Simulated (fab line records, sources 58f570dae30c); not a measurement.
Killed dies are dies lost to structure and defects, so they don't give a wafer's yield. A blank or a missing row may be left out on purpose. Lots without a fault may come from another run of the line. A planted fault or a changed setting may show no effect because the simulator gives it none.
Which tool did it? | flow berkeley_cmos170 | 14 lots, 42 wafers sampled, at 5 steps of a route of 331

WHAT THE GAUGES READ, wafer by wafer
UCB170_PFIELD_TW_MEAS_09.
lot  | measured     | on            | PFIELD_TW
L401 | day 5 01:29  | film_metro-02 | 593 590 593
L402 | day 5 13:07  | film_metro-03 | 604 605 602
L403 | day 5 21:17  | film_metro-03 | 603 602 605
L405 | day 5 21:44  | film_metro-01 | 603 606 606
L404 | day 5 21:50  | film_metro-03 | 605 600 602
L407 | day 6 04:30  | film_metro-01 | 599 599 597
L406 | day 6 04:47  | film_metro-03 | 604 610 607
L410 | day 7 05:55  | film_metro-03 | 606 609 607
L413 | day 8 01:52  | film_metro-02 | 596 599 596
L415 | day 8 11:47  | film_metro-02 | 598 596 597
L417 | day 8 20:54  | film_metro-02 | 597 596 595
L416 | day 8 21:07  | film_metro-01 | 601 602 603
L420 | day 9 13:01  | film_metro-01 | 600 602 601
L422 | day 10 03:14 | film_metro-03 | 602 607 608

UCB170_GATE_THK_MEAS_05.
lot  | measured     | on            | GATE_POLY_THK (nm)
L401 | day 7 11:02  | film_metro-03 | 210.9 211.8 212.5
L402 | day 8 02:13  | film_metro-04 | 216.2 216.8 216.0
L403 | day 8 10:05  | film_metro-03 | 215.9 218.1 215.5
L405 | day 8 10:05  | film_metro-01 | 216.4 217.5 216.1
L404 | day 8 10:05  | film_metro-04 | 212.8 214.3 214.5
L407 | day 8 21:11  | film_metro-03 | 216.2 215.7 215.2
L406 | day 8 21:11  | film_metro-01 | 217.0 216.2 215.3
L410 | day 9 17:43  | film_metro-01 | 216.7 215.7 215.6
L413 | day 10 11:40 | film_metro-01 | 210.6 208.6 210.9
L415 | day 11 02:42 | film_metro-03 | 212.6 213.5 212.8
L417 | day 11 13:56 | film_metro-04 | 214.5 213.1 213.5
L416 | day 11 13:55 | film_metro-03 | 213.5 212.3 213.7
L420 | day 12 01:05 | film_metro-03 | 217.1 217.5 218.4
L422 | day 12 18:58 | film_metro-03 | 216.3 216.5 216.3

UCB170_GATE_CD_MEAS_12: target cd 350 nm.
lot  | measured     | on        | cd_nm (nm)
L401 | day 7 12:12  | cd_sem-01 | 350.6 352.3 350.9
L402 | day 8 03:14  | cd_sem-02 | 348.8 350.5 347.9
L403 | day 8 11:31  | cd_sem-01 | 351.9 352.9 351.6
L405 | day 8 11:48  | cd_sem-01 | 346.0 345.2 346.0 346.3 345.1 345.7
L404 | day 8 11:15  | cd_sem-01 | 348.2 347.7 347.7 347.9 347.7 347.8
L407 | day 8 22:12  | cd_sem-02 | 348.6 348.2 348.4
L406 | day 8 22:20  | cd_sem-01 | 347.3 348.2 347.9
L410 | day 9 19:13  | cd_sem-01 | 351.1 350.8 350.3
L413 | day 10 12:41 | cd_sem-02 | 350.2 351.1 350.7
L415 | day 11 03:45 | cd_sem-02 | 349.9 349.0 348.8
L417 | day 11 14:59 | cd_sem-02 | 348.2 349.2 348.5
L416 | day 11 15:23 | cd_sem-01 | 351.2 349.1 350.1
L420 | day 12 02:34 | cd_sem-02 | 350.6 350.7 350.1
L422 | day 12 20:07 | cd_sem-02 | 348.6 350.3 349.7

UCB170_PLDD_CD_MEAS_06: target cd 1200 nm.
lot  | measured     | on        | cd_nm (nm)
L401 | day 7 17:35  | cd_sem-01 | 1200.9 1200.6 1199.5
L402 | day 8 05:24  | cd_sem-02 | 1199.9 1199.4 1199.6
L403 | day 8 13:29  | cd_sem-01 | 1201.4 1201.9 1201.1
L405 | day 8 20:31  | cd_sem-02 | 1200.8 1200.7 1199.5
L404 | day 9 05:27  | cd_sem-02 | 1199.8 1200.3 1200.5
L407 | day 8 23:57  | cd_sem-02 | 1198.6 1197.5 1196.9
L406 | day 9 00:05  | cd_sem-01 | 1199.0 1199.6 1199.4
L410 | day 9 21:04  | cd_sem-02 | 1199.1 1199.3 1199.2
L413 | day 10 14:11 | cd_sem-02 | 1199.0 1199.0 1200.7
L415 | day 11 05:49 | cd_sem-01 | 1200.1 1202.0 1201.4
L417 | day 11 17:21 | cd_sem-01 | 1199.9 1200.0 1199.2
L416 | day 11 17:35 | cd_sem-02 | 1200.7 1198.8 1200.8
L420 | day 12 05:16 | cd_sem-02 | 1199.7 1199.0 1200.8
L422 | day 13 02:10 | cd_sem-01 | 1202.7 1201.5 1200.7

WHICH TOOL RAN EACH LOT (tool, then ch and the chambers of the sampled wafers, then the start)
lot  | UCB170_GATE_EXPOSE_09
L401 | krf_scanner-02 ch 0, day 7 11:46
L402 | krf_scanner-02 ch 0, day 8 02:51
L403 | krf_scanner-01 ch 0, day 8 10:50
L405 | krf_scanner-02 ch 0, day 8 11:06
L404 | krf_scanner-02 ch 0, day 8 10:35
L407 | krf_scanner-01 ch 0, day 8 21:49
L406 | krf_scanner-01 ch 0, day 8 21:57
L410 | krf_scanner-01 ch 0, day 9 18:50
L413 | krf_scanner-01 ch 0, day 10 12:18
L415 | krf_scanner-01 ch 0, day 11 03:21
L417 | krf_scanner-02 ch 0, day 11 14:35
L416 | krf_scanner-01 ch 0, day 11 14:47
L420 | krf_scanner-02 ch 0, day 12 01:58
L422 | krf_scanner-02 ch 0, day 12 19:43
- UCB170_GATE_EXPOSE_09: exposes mask POLY, target cd 350 nm.

WHAT THE TOOLS THEMSELVES READ (means of the sampled wafers that have a number; where no wafer has one, the mark that the record gives instead)
The record holds no such reading with a usual standard deviation.

THE ANSWER, worked out from the rows above alone
Rule: what is usual is taken from the lots themselves. Put in order of their means at a reading, lots are off if they are a third of the lots or fewer, leave a main group of 4 or more, and stand apart from it by a gap of 3 or more times the standard deviation of the main group's means; of several such gaps the widest counts. A main group whose means are all the same, to the digits that the tables above print for the reading, isn't used. A lot without any number at a reading at which 4 lots or more have one is off too. The other lots that the step has rows for count as sound. The gauges are gone through in route order, then the tools' own readings, and for those a lot's mean is taken as printed above. The first step at which some lot is off is used, and at that step the reading that is off furthest; a lot without a number counts as furthest.
No lot is off at any reading shown: from this, nothing can be told.

WHAT THE SIMULATOR HAD PUT IN
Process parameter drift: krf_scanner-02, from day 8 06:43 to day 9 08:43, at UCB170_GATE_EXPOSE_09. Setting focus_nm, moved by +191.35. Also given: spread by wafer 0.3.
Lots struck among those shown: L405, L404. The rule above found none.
